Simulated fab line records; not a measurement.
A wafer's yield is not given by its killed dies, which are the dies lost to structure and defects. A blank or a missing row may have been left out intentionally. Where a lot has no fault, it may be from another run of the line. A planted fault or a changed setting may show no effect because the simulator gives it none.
A lot that was struck, set against a sound lot -- flow berkeleyCmos170 -- 15 out of 331 route steps
Sound: wafers L535.3, L535.5, L535.6. Wafers L552.3, L552.4, L552.5 were the ones struck. The cause comes at the end.
At each step with rows: each side's tool, then ch and its chambers, then its first start. Under that, the readings that differ: sound wafers -- struck wafers -- difference of the means -- sigmas: that difference in standard deviations of wafers without a fault.
alike: readings with means less than 2 such deviations apart, plus words and numbers identical on both sides. not compared: withheld readings, readings lacking a value on some wafer, bounds such as >300 that could conceal the same value, and numbers that have no deviation in the record and whose values overlap.
A row with sigmas, a row that says differs or no value, or rows on one side alone: a step with any of these is where the two part. Numbers that don't overlap but have no deviation are shown without sigmas and don't part them. Lack of a reading on every wafer of one side parts them only where that side has two or more wafers.

UCB170_NVT_OVL_MEAS_06:
  sound on overlay-01, day 7 02:36; struck on overlay-02, day 10 15:09
  alike: NVT_OVL
following that, these wafers have no rows for 1 step: UCB170_NVT_IMPLANT_07.
UCB170_NVT_STRIP_08: strips in O2.
  sound on plasmaAsher-01 ch 0,1, day 7 02:49; struck on plasmaAsher-03 ch 0,1, day 10 15:22
  alike: drypumpMotorCurrentA, oesProductAu, stripTimeToEndpointS
  not compared: rfHoursCounterH
UCB170_NVT_TW_MEAS_09:
  sound on filmMetro-04, day 7 02:54; struck on filmMetro-01, day 10 15:27
  alike: NVT_TW
then, 7 steps without rows for these wafers: UCB170_NVT_CLEAN_10 (cleans in SPM, time 600 s); UCB170_PVT_HMDS_00 (prime time 60 s); UCB170_PVT_COAT_01 (resist thk 900 nm); UCB170_PVT_SOFTBAKE_02 (time 60 s); UCB170_PVT_EXPOSE_03 (exposes mask NWELL, target cd 3000 nm); UCB170_PVT_PEB_04; UCB170_PVT_DEVELOP_05 (develop time 45 s).
UCB170_PVT_OVL_MEAS_06:
  sound on overlay-01, day 7 06:29; struck on overlay-01, day 10 17:00
reading,sound,struck,difference,sigmas
PVT_OVL (nm),-1 -3 -1,10 11 10,+12,+2
UCB170_PVT_IMPLANT_07:
  sound on implanter-02 ch 0, day 7 06:33; struck on implanter-03 ch 0, day 10 17:05
reading,sound,struck,difference,sigmas
doseIonsCm2,1.9995e+12 1.9974e+12 2.0003e+12,1.9726e+12 1.9734e+12 1.9754e+12,-2.5267e+10,-11
  alike: beamOnS
UCB170_PVT_STRIP_08: strips in O2.
  sound on plasmaAsher-03 ch 0,1, day 7 06:41; struck on plasmaAsher-03 ch 0,1, day 10 17:13
  alike: drypumpMotorCurrentA, oesProductAu, stripTimeToEndpointS
  not compared: rfHoursCounterH
-- the record jumps here: 2 days lie between the struck wafers' starts before and after (it left off in module PVT and takes up again in module M3, whose first step shown is number 331 of the route) --
UCB170_M3_PROBE_99:
  rows exist in the record for the struck wafers here (prober-01, day 12 19:48), but not for the sound ones

## WHERE THEY PART
At UCB170_PVT_OVL_MEAS_06 first; at UCB170_M3_PROBE_99 last (within this record only).

WHY: the cause the simulator had injected
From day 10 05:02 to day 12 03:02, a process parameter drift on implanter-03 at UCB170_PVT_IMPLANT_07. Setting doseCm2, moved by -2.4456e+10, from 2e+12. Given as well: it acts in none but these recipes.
